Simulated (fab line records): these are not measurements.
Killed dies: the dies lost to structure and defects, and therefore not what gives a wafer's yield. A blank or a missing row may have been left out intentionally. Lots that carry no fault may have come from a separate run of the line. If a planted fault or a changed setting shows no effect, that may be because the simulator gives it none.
fab line records    flow rit_cmos
record: lots: 5  wafers: 15  last_day: 7
route steps=202 shown NLDD@113 PLDD@114 SPACER@125 NSD@131 PSD@142 SDANNEAL@153 M1@202
lots with no fault: from the same line, run without faults
start_h: the number of hours between the record's first day and the start of the first shown wafer of the lot    wait_h: how many hours have passed since the lot's step before this one    " the same as in the row above    L1.1+2: a single row standing in for several wafers    - value missing, or start not given    * or withheld: withheld    < > ~ a bound
route shown NAME@n: a module of which the file shows steps, and the number in the route of the first    usual: mean and standard deviation over wafers with no fault    same: alike in all rows    chamber/n: place in a boat    sites: each site's reading    _std_site: the standard deviation of these    _edge_site: inner sites' mean taken away from outer sites' mean    radius_mm: how far each site lies from the wafer's centre    mask NAME#n: copy n    behind: the last tool/chamber to shape the wafer    hold: reason for holding the lot/hours on hold/outcome of the hold    device: transistor that didn't switch, given as n, p or np    end of line: the route-end tests of the same wafers    for a step that has no rows: nothing shown but its recipe    killed: the dies lost at the first sort to structure and to defects; this is not the yield of the wafer    map: dies across one wafer; x = killed, . = not, _ = none there
set.NAME: the setting that was run; set.NAME@STEP: the one run at that earlier step    model.NAME: the simulator's own value behind a step, which no gauge read
lots at selected steps of the route; one table per step, one row per wafer
services: from which hour (start_h, from the record's first day; less than 0 if before it) a tool's chamber was out of use, for how many hours, and why
== steps ==
step: RIT_NLDD_TW_MEAS_10
usual: NLDD_TW: 2499/16
lot.wafer  tool           chamber  start_h  wait_h  NLDD_TW
L450.3     film_metro-02  -        46.39    0.1     2479
L450.4     "              -        "        "       2489
L450.6     "              -        "        "       2481
L459.2     film_metro-04  -        91.61    0.1     2522
L459.4     "              -        "        "       2514
L459.6     "              -        "        "       2523
L464.1     film_metro-03  -        119.05   0.1     2494
L464.2     "              -        "        "       2490
L464.3     "              -        "        "       2507
L466.2     film_metro-03  -        123.36   0.1     2488
L466.4     "              -        "        "       2484
L466.6     "              -        "        "       2497
L473.2     film_metro-03  -        161.50   0.1     2497
L473.5     "              -        "        "       2484
L473.6     "              -        "        "       2499
step: RIT_PLDD_HMDS_00
recipe: prime_time_s: 60  prime_temp_c: 140
step: RIT_PLDD_COAT_01
recipe: resist: NOVOLAK  spin_rpm: 3250  resist_thk_nm: 1000
step: RIT_PLDD_SOFTBAKE_02
recipe: resist: NOVOLAK  temp_c: 90  time_s: 60
step: RIT_PLDD_EXPOSE_03
recipe: mask_id: M8  na: 0.57  target_cd_nm: 40900  dose_mj: 250
step: RIT_PLDD_PEB_04
recipe: resist: NOVOLAK  temp_c: withheld  time_s: withheld
step: RIT_PLDD_DEVELOP_05
recipe: resist: NOVOLAK  develop_time_s: 50  dev_temp_c: 23
step: RIT_PLDD_OVL_MEAS_06
usual: PLDD_OVL: 0.1/1.3
lot.wafer  tool        chamber  start_h  wait_h  PLDD_OVL[nm]
L450.3     overlay-02  -        47.42    -       1.2
L450.4     "           -        "        "       1.4
L450.6     "           -        "        "       1.2
L459.2     overlay-02  -        92.57    -       -1.0
L459.4     "           -        "        "       -1.5
L459.6     "           -        "        "       -1.8
L464.1     overlay-01  -        120.09   -       2.1
L464.2     "           -        "        "       1.5
L464.3     "           -        "        "       2.9
L466.2     overlay-02  -        124.39   -       1.4
L466.4     "           -        "        "       1.9
L466.6     "           -        "        "       2.2
L473.2     overlay-02  -        162.53   -       2.7
L473.5     "           -        "        "       1.0
L473.6     "           -        "        "       1.4
step: RIT_PLDD_HARDBAKE_07
recipe: resist: NOVOLAK  temp_c: 140  time_s: 60
step: RIT_PLDD_IMPLANT_08
recipe: species: BF2  energy_kev: 20  dose_cm2: 8.879e+14  tilt_deg: 7
step: RIT_PLDD_STRIP_09
recipe: chemistry: O2  time_s: 180  resist: NOVOLAK  platen_temp_c: withheld  power_w: 500  pressure_mtorr: 4000  o2_flow_sccm: 4000
usual: drypump_motor_current_A: 5.5/0.59
same: time_s: 180
lot.wafer  tool             chamber  start_h  wait_h  drypump_motor_current_A  rf_hours_counter_h
L450.3     plasma_asher-02  1        47.80    0.1     4.6                      -
L450.4     "                0        "        "       5.1                      -
L450.6     "                1        "        "       4.7                      -
L459.2     plasma_asher-03  1        93.11    0.1     5.7                      44
L459.4     "                0        "        "       5.6                      -
L459.6     "                0        "        "       5.6                      -
L464.1     plasma_asher-04  0        120.43   0.1     6.3                      35
L464.2     "                1        "        "       5.9                      35
L464.3     "                1        "        "       5.9                      -
L466.2     plasma_asher-02  0        124.72   0.1     5.2                      1
L466.4     "                1        "        "       4.7                      -
L466.6     "                0        "        "       5.1                      -
L473.2     plasma_asher-03  0        162.86   0.1     5.6                      51
L473.5     "                0        "        "       5.6                      -
L473.6     "                1        "        "       5.7                      -
step: RIT_PLDD_TW_MEAS_10
usual: PLDD_TW: 2342/14
lot.wafer  tool           chamber  start_h  wait_h  PLDD_TW
L450.3     film_metro-02  -        47.94    0.1     2328
L450.4     "              -        "        "       2322
L450.6     "              -        "        "       2333
L459.2     film_metro-02  -        93.30    0.1     2333
L459.4     "              -        "        "       2337
L459.6     "              -        "        "       2321
L464.1     film_metro-03  -        120.60   0.1     2330
L464.2     "              -        "        "       2330
L464.3     "              -        "        "       2324
L466.2     film_metro-03  -        124.91   0.1     2328
L466.4     "              -        "        "       2338
L466.6     "              -        "        "       2345
L473.2     film_metro-02  -        163.05   0.1     2321
L473.5     "              -        "        "       2339
L473.6     "              -        "        "       2336
step: RIT_SPACER_CLEAN_00
recipe: chemistry: SC1  mix: 3:3:50  time_s: 600  temp_c: 75
same: time_s: 600
lot.wafer   tool          chamber  start_h  wait_h
L450.3+4+6  wet_bench-02  0        47.98    0.0
L459.2+4+6  wet_bench-03  0        93.35    0.0
L464.1+2+3  wet_bench-02  3        120.66   0.1
L466.2+4+6  wet_bench-03  1        124.96   0.0
L473.2+5+6  wet_bench-02  3        163.10   0.0
step: RIT_SPACER_CLEAN_01
recipe: chemistry: dHF  dilution: 50:1  time_s: 30
step: RIT_SPACER_CLEAN_02
recipe: chemistry: SC2  mix: 3:3:50  time_s: 600  temp_c: 75  dry: n2_spin
step: RIT_SPACER_CVD_03
recipe: material: Si3N4  target_thk_nm: 250  temp_c: 810  precursor: SiH2Cl2/NH3  time_s: 3300  pressure_mtorr: 300  sih2cl2_flow_sccm: 60  nh3_flow_sccm: 150
step: RIT_SPACER_THK_MEAS_04
recipe: reads: Si3N4_of_SPACER_CVD_03
usual: SPACER_NITRIDE_THK: 251.2/2.4
lot.wafer  tool           chamber  start_h  wait_h  SPACER_NITRIDE_THK[nm]
L450.3     film_metro-02  -        51.25    0.0     254.7
L450.4     "              -        "        "       252.5
L450.6     "              -        "        "       252.9
L459.2     film_metro-03  -        95.64    0.0     249.3
L459.4     "              -        "        "       248.5
L459.6     "              -        "        "       250.8
L464.1     film_metro-03  -        122.98   0.0     254.5
L464.2     "              -        "        "       254.1
L464.3     "              -        "        "       253.5
L466.2     film_metro-02  -        128.34   0.0     252.7
L466.4     "              -        "        "       251.5
L466.6     "              -        "        "       249.5
L473.2     film_metro-03  -        165.41   0.0     252.3
L473.5     "              -        "        "       252.3
L473.6     "              -        "        "       250.6
step: RIT_SPACER_ETCHBACK_05
recipe: target_depth_a: 2500  SF6_flow_sccm: 30  CHF3_flow_sccm: 30  target: Si3N4  chemistry: SF6/CHF3  pressure_mtorr: 40  rf_w: 250  time_s: 240  stop_on: SiO2
usual: drypump_motor_current_A: 5.7/0.5  oes_product_au: 0.850/0.01  throttle_valve_pct: 10.29/0.12
same: time_s: 240
lot.wafer  tool         chamber  start_h  wait_h  drypump_motor_current_A  oes_product_au  rf_hours_counter_h  throttle_valve_pct
L450.3     rie_diel-02  3        51.29    0.0     6.4                      0.860           18                  10.22
L450.4     "            2        "        "       5.2                      0.846           9                   10.18
L450.6     "            0        "        "       6.1                      0.869           -                   10.13
L459.2     rie_diel-03  3        95.69    0.0     6.7                      0.853           28                  10.12
L459.4     "            0        "        "       6.1                      0.841           151                 10.28
L459.6     "            1        "        "       6.0                      0.851           -                   10.29
L464.1     rie_diel-04  3        123.04   0.1     5.7                      0.848           98                  10.45
L464.2     "            1        "        "       5.8                      0.870           100                 10.50
L464.3     "            0        "        "       5.3                      0.850           150                 10.26
L466.2     rie_diel-04  1        128.39   0.0     5.8                      0.866           100                 10.50
L466.4     "            3        "        "       5.7                      0.841           98                  10.45
L466.6     "            3        "        "       5.7                      0.844           -                   10.43
L473.2     rie_diel-04  1        165.46   0.0     5.8                      0.861           101                 10.48
L473.5     "            3        "        "       5.7                      0.855           -                   10.44
L473.6     "            2        "        "       4.8                      0.849           -                   10.31
step: RIT_NSD_HMDS_00
recipe: prime_time_s: 60  prime_temp_c: 140
step: RIT_NSD_COAT_01
recipe: resist: NOVOLAK  spin_rpm: 3250  resist_thk_nm: 1000
step: RIT_NSD_SOFTBAKE_02
recipe: resist: NOVOLAK  temp_c: 90  time_s: 61.15
usual: plate_sensor_t_centre_C: 90.970/0.01  plate_sensor_t_edge_C: 91.020/0.01
same: time_s: 61.15
lot.wafer  tool            chamber  start_h  wait_h  plate_sensor_t_centre_C  plate_sensor_t_edge_C
L450.3     litho_track-03  0        51.79    0.1     90.955                   91.019
L450.4     "               0        "        "       90.974                   91.019
L450.6     "               0        "        "       90.969                   91.011
L459.2     litho_track-03  0        96.17    0.1     90.969                   91.024
L459.4     "               0        "        "       90.972                   91.016
L459.6     "               0        "        "       90.984                   91.024
L464.1     litho_track-03  0        123.49   0.1     90.982                   91.042
L464.2     "               0        "        "       90.971                   91.002
L464.3     "               0        "        "       90.975                   91.023
L466.2     litho_track-04  0        128.87   0.1     90.960                   91.023
L466.4     "               0        "        "       90.964                   91.015
L466.6     "               0        "        "       90.983                   91.005
L473.2     litho_track-02  0        165.93   0.1     90.983                   91.014
L473.5     "               0        "        "       90.960                   91.019
L473.6     "               0        "        "       90.992                   91.011
step: RIT_NSD_EXPOSE_03
recipe: mask_id: M9  na: 0.57  target_cd_nm: 40700  dose_mj: 250
step: RIT_NSD_PEB_04
recipe: resist: NOVOLAK  temp_c: withheld  time_s: withheld
step: RIT_NSD_DEVELOP_05
recipe: resist: NOVOLAK  develop_time_s: 50  dev_temp_c: 23
step: RIT_NSD_OVL_MEAS_06
usual: NSD_OVL: 0.7/1.3
lot.wafer  tool        chamber  start_h  wait_h  NSD_OVL[nm]
L450.3     overlay-01  -        52.43    -       0.9
L450.4     "           -        "        "       1.8
L450.6     "           -        "        "       0.0
L459.2     overlay-02  -        96.94    -       -1.4
L459.4     "           -        "        "       -0.7
L459.6     "           -        "        "       -0.3
L464.1     overlay-02  -        124.04   -       2.1
L464.2     "           -        "        "       3.1
L464.3     "           -        "        "       2.0
L466.2     overlay-01  -        129.52   -       2.1
L466.4     "           -        "        "       0.7
L466.6     "           -        "        "       2.7
L473.2     overlay-02  -        166.59   -       2.7
L473.5     "           -        "        "       -0.1
L473.6     "           -        "        "       0.6
step: RIT_NSD_HARDBAKE_07
recipe: resist: NOVOLAK  temp_c: 140  time_s: 60
step: RIT_NSD_IMPLANT_08
recipe: species: P  energy_kev: 25  dose_cm2: 1e+15  tilt_deg: 7
step: RIT_NSD_STRIP_09
recipe: chemistry: O2  time_s: 180  resist: NOVOLAK  platen_temp_c: withheld  power_w: 500  pressure_mtorr: 4000  o2_flow_sccm: 4000
usual: drypump_motor_current_A: 5.7/0.46
same: time_s: 180
lot.wafer  tool             chamber  start_h  wait_h  drypump_motor_current_A  rf_hours_counter_h
L450.3     plasma_asher-04  0        52.81    0.1     6.3                      -
L450.4     "                1        "        "       5.9                      -
L450.6     "                0        "        "       6.3                      -
L459.2     plasma_asher-03  0        97.27    0.1     5.6                      44
L459.4     "                0        "        "       5.6                      -
L459.6     "                1        "        "       5.6                      -
L464.1     plasma_asher-03  1        124.37   0.1     5.6                      47
L464.2     "                0        "        "       5.6                      47
L464.3     "                1        "        "       5.7                      -
L466.2     plasma_asher-03  1        129.85   0.1     5.7                      48
L466.4     "                0        "        "       5.6                      -
L466.6     "                0        "        "       5.6                      -
L473.2     plasma_asher-01  1        166.92   0.1     6.3                      52
L473.5     "                0        "        "       4.9                      -
L473.6     "                1        "        "       6.4                      -
step: RIT_NSD_TW_MEAS_10
usual: NSD_TW: 3125/19
lot.wafer  tool           chamber  start_h  wait_h  NSD_TW
L450.3     film_metro-02  -        52.95    0.1     3127
L450.4     "              -        "        "       3107
L450.6     "              -        "        "       3110
L459.2     film_metro-03  -        97.45    0.1     3122
L459.4     "              -        "        "       3106
L459.6     "              -        "        "       3127
L464.1     film_metro-04  -        124.55   0.1     3140
L464.2     "              -        "        "       3126
L464.3     "              -        "        "       3124
L466.2     film_metro-02  -        130.04   0.1     3137
L466.4     "              -        "        "       3124
L466.6     "              -        "        "       3115
L473.2     film_metro-02  -        167.10   0.1     3092
L473.5     "              -        "        "       3115
L473.6     "              -        "        "       3086
step: RIT_PSD_HMDS_00
recipe: prime_time_s: 60  prime_temp_c: 140
step: RIT_PSD_COAT_01
recipe: resist: NOVOLAK  spin_rpm: 3250  resist_thk_nm: 1000
step: RIT_PSD_SOFTBAKE_02
recipe: resist: NOVOLAK  temp_c: 90  time_s: 62.92
step: RIT_PSD_EXPOSE_03
recipe: mask_id: M10  na: 0.57  target_cd_nm: 40900  dose_mj: 250
step: RIT_PSD_PEB_04
recipe: resist: NOVOLAK  temp_c: withheld  time_s: withheld
step: RIT_PSD_DEVELOP_05
recipe: resist: NOVOLAK  develop_time_s: 50  dev_temp_c: 23
step: RIT_PSD_OVL_MEAS_06
usual: PSD_OVL: 1.0/1.5
lot.wafer  tool        chamber  start_h  wait_h  PSD_OVL[nm]
L450.3     overlay-02  -        53.85    -       1.1
L450.4     "           -        "        "       0.1
L450.6     "           -        "        "       0.8
L459.2     overlay-01  -        98.36    -       1.9
L459.4     "           -        "        "       1.8
L459.6     "           -        "        "       1.6
L464.1     overlay-02  -        125.48   -       0.1
L464.2     "           -        "        "       1.4
L464.3     "           -        "        "       2.6
L466.2     overlay-02  -        131.07   -       0.0
L466.4     "           -        "        "       1.6
L466.6     "           -        "        "       -0.4
L473.2     overlay-02  -        168.18   -       -0.4
L473.5     "           -        "        "       0.5
L473.6     "           -        "        "       -1.2
step: RIT_PSD_HARDBAKE_07
recipe: resist: NOVOLAK  temp_c: 140  time_s: 60
step: RIT_PSD_IMPLANT_08
recipe: species: BF2  energy_kev: 27  dose_cm2: 5e+15  tilt_deg: 7
step: RIT_PSD_STRIP_09
recipe: chemistry: O2  time_s: 180  resist: NOVOLAK  platen_temp_c: withheld  power_w: 500  pressure_mtorr: 4000  o2_flow_sccm: 4000
usual: drypump_motor_current_A: 5.5/0.57
same: time_s: 180
lot.wafer  tool             chamber  start_h  wait_h  drypump_motor_current_A  rf_hours_counter_h
L450.3     plasma_asher-03  0        54.23    0.1     5.6                      -
L450.4     "                1        "        "       5.7                      -
L450.6     "                0        "        "       5.6                      -
L459.2     plasma_asher-02  1        98.69    0.1     4.6                      46
L459.4     "                0        "        "       5.1                      -
L459.6     "                1        "        "       4.7                      -
L464.1     plasma_asher-03  0        125.82   0.1     5.6                      48
L464.2     "                1        "        "       5.7                      48
L464.3     "                0        "        "       5.6                      -
L466.2     plasma_asher-02  1        131.40   0.1     4.6                      1
L466.4     "                1        "        "       4.6                      -
L466.6     "                1        "        "       4.7                      -
L473.2     plasma_asher-03  1        168.51   0.1     5.6                      51
L473.5     "                1        "        "       5.7                      -
L473.6     "                0        "        "       5.6                      -
step: RIT_PSD_TW_MEAS_10
usual: PSD_TW: 3432/19
lot.wafer  tool           chamber  start_h  wait_h  PSD_TW
L450.3     film_metro-03  -        54.37    0.1     3434
L450.4     "              -        "        "       3441
L450.6     "              -        "        "       3449
L459.2     film_metro-02  -        98.87    0.1     3395
L459.4     "              -        "        "       3411
L459.6     "              -        "        "       3413
L464.1     film_metro-03  -        125.99   0.1     3423
L464.2     "              -        "        "       3408
L464.3     "              -        "        "       3426
L466.2     film_metro-04  -        131.58   0.1     3445
L466.4     "              -        "        "       3429
L466.6     "              -        "        "       3439
L473.2     film_metro-02  -        168.70   0.1     3409
L473.5     "              -        "        "       3414
L473.6     "              -        "        "       3423
step: RIT_SDANNEAL_CLEAN_00
recipe: chemistry: SC1  mix: 3:3:50  time_s: 600  temp_c: 75
step: RIT_SDANNEAL_CLEAN_01
recipe: chemistry: dHF  dilution: 50:1  time_s: 30
step: RIT_M1_PROBE_99
usual: killed_at_contacts: 0.1/0.28  killed_at_front_end: 7.0/2.9  killed_dies: 7.0/2.9  killed_on_rim: 1.8/1.4  killed_open: 3.4/2.1  killed_short: 3.6/1.7
same: gross_dies: 264  killed_at_M0_to_M3: 0  killed_at_M4_up: 0  killed_at_back_side: 0  killed_at_other: 0
lot.wafer  tool       chamber  start_h  wait_h  killed_at_contacts  killed_at_front_end  killed_dies  killed_on_rim  killed_open  killed_short
L450.3     prober-02  -        62.37    0.2     0                   6                    6            0              2            4
L450.4     prober-02  -        62.42    0.2     0                   12                   12           2              6            6
L450.6     prober-02  -        62.52    0.2     0                   6                    6            3              3            3
L459.2     prober-02  -        106.90   0.1     0                   1                    1            0              1            0
L459.4     prober-02  -        107.00   0.2     0                   7                    7            2              2            5
L459.6     prober-02  -        107.10   0.2     0                   4                    4            1              2            2
L466.2     prober-01  -        139.50   0.1     0                   23                   23           7              1            0
L466.4     prober-01  -        139.60   0.2     0                   34                   34           12             4            4
L466.6     prober-01  -        139.70   0.2     0                   26                   26           9              1            1
killed by level:class
L450.3 FOX1:geometric_particle:short=1 FOX1:geometric_particle:open=1 GATE:geometric_particle:short=1 GATE:geometric_particle:open=1 REOX:geometric_particle:short=1 SILICIDE:geometric_particle:short=1
L450.4 SILICIDE:geometric_particle:short=4 FOX1:geometric_particle:open=2 GATE:geometric_particle:open=2 SILICIDE:geometric_particle:open=2 FOX1:geometric_particle:short=1 REOX:geometric_particle:short=1
L450.6 GATE:geometric_particle:open=2 FOX1:geometric_particle:open=1 GATE:geometric_particle:short=1 REOX:geometric_particle:short=1 SILICIDE:geometric_particle:short=1
L459.2 FOX1:geometric_particle:open=1
L459.4 FOX2:geometric_particle:open=1 FOX2:geometric_particle:short=1 GATE:geometric_particle:short=1 GATE:geometric_particle:open=1 REOX:geometric_particle:short=1 SPACER:geometric_particle:short=1 SILICIDE:geometric_particle:short=1
L459.6 FOX2:geometric_particle:open=1 SPACER:geometric_particle:short=1 SILICIDE:geometric_particle:short=1 SILICIDE:geometric_particle:open=1
L466.2 SPACER:unspecified=22 GATE:geometric_particle:open=1
L466.4 SPACER:unspecified=26 FOX1:geometric_particle:short=3 GATE:geometric_particle:open=2 FOX1:geometric_particle:open=1 GATE:geometric_particle:short=1 SILICIDE:geometric_particle:open=1
L466.6 SPACER:unspecified=24 FOX1:geometric_particle:short=1 GATE:geometric_particle:open=1
map L466.4 (x killed, . not)
________..xxxxx_______
_____....xxxxxxxxx____
____......xxxxxxx..___
___.......xxxxxx....__
__.................x._
__..................._
_...x........x.......x
_.....................
_.....................
_.....................
__....x......x......._
__..................x_
___.................__
____...............___
_____.............____
________......._______
map L459.4 (x killed, . not)
________......._______
_____......x......____
____...............___
___x................__
__......x.x.........._
__........x.........._
_.....................
_.........x...........
_.....................
_.....................
__..................._
__..................._
___.................__
____...............___
_____.x...........____
________......._______
== services ==
tool             chamber  start_h  hours  kind
rie_diel-02      0        79.37    2.1    repair
plasma_asher-02  -        108.80   9.0    pm
plasma_asher-02  0        108.80   9.0    vent_cycle
plasma_asher-02  1        108.80   9.0    vent_cycle
plasma_asher-02  0        117.80   -      clean
plasma_asher-02  1        117.80   -      clean
rie_diel-04      2        122.30   1.8    repair
rie_diel-03      0        137.08   -      clean
rie_diel-03      0        137.08   21.5   scheduled_down
rie_diel-03      0        137.08   21.5   vent_cycle
rie_diel-04      0        148.42   -      clean
rie_diel-04      0        148.42   22.8   scheduled_down
rie_diel-04      0        148.42   22.8   vent_cycle
== key ==
first_sign: step: RIT_M1_PROBE_99  reading: killed_dies  direction: up  sigmas: 7.1  usual: 7.0  struck: 27.7
effect: step: RIT_M1_PROBE_99  reading: killed_at_front_end  direction: up  sigmas: 7  usual: 7.0  struck: 27.7
met_at RIT_SPACER_CLEAN_00
struck_wafers L466.2,L466.4,L466.6
tester_left_out L466
also_fits RIT_PLDD_STRIP_09:plasma_asher-02,RIT_NSD_SOFTBAKE_02:litho_track-04,RIT_NSD_STRIP_09:plasma_asher-03,RIT_PSD_STRIP_09:plasma_asher-02
fault: kind: chamber_particle_source  tool: wet_bench-03  chamber: 1  onset_h: 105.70  steps: RIT_SPACER_CLEAN_00  rate_per_visit_cm2: 0.93398  end_h: 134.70
tester_left_out: of these lots the tester's yield and bins aren't shown, on N5 and GAA mostly nor the transistor test; their killed dies are dies lost to structure and defects alone, not to doping, threshold or leakage, so they don't give the yield
